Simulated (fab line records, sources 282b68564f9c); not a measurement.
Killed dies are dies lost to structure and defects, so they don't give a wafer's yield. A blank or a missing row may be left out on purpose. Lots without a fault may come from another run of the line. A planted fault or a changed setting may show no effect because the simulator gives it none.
Which tool did it? | flow rit_cmos | 6 lots, 18 wafers sampled, at 2 steps of a route of 202

WHAT THE GAUGES READ, wafer by wafer
RIT_PLDD_TW_MEAS_10.
lot  | measured    | on            | PLDD_TW
L685 | day 3 08:20 | film_metro-03 | 2321 2336 2337
L688 | day 4 06:04 | film_metro-03 | 2310 2316 2325
L690 | day 4 08:20 | film_metro-01 | 2334 2348 2330
L695 | day 5 14:23 | film_metro-04 | 2331 2329 2328
L699 | day 6 08:53 | film_metro-04 | 30 30 30
L705 | day 8 03:41 | film_metro-04 | 2338 2335 2341

WHICH TOOL RAN EACH LOT (tool, then ch and the chambers of the sampled wafers, then the start)
lot  | RIT_NLDD_STRIP_09
L685 | plasma_asher-01 ch 0,1, day 3 06:40
L688 | plasma_asher-03 ch 0,1, day 4 04:23
L690 | plasma_asher-02 ch 0,1, day 4 06:44
L695 | plasma_asher-02 ch 0,1, day 5 12:39
L699 | plasma_asher-01 ch 0,1, day 6 07:10
L705 | plasma_asher-02 ch 0,1, day 8 02:06
- RIT_NLDD_STRIP_09: strips in O2, time 180 s.

THE ANSWER, worked out from the rows above alone
Rule: what is usual is taken from the lots themselves. Put in order of their means at a reading, lots are off if they are a third of the lots or fewer, leave a main group of 4 or more, and stand apart from it by a gap of 3 or more times the standard deviation of the main group's means; of several such gaps the widest counts. A main group whose means are all the same, to the digits that the tables above print for the reading, isn't used. A lot without any number at a reading at which 4 lots or more have one is off too. The other lots that the step has rows for count as sound.
Off: L699, at RIT_PLDD_TW_MEAS_10 (PLDD_TW). The main group: mean 2331, standard deviation 7.6.
A tool fits if, at a process step before that reading, it ran every lot that is off, and no sound lot after the first of them. The gauges at RIT_PLDD_TW_MEAS_10 are tried like those tools. One fits: plasma_asher-01 at RIT_NLDD_STRIP_09. Its last sound lot is L685 (day 3 06:40), its first lot that is off L699 (day 6 07:10): a fault that began between those two fits.

WHAT THE SIMULATOR HAD PUT IN
Strip aborted: plasma_asher-01, from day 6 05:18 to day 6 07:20, at RIT_NLDD_STRIP_09. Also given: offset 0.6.
Lots struck among those shown: L699. The rule above found the same.
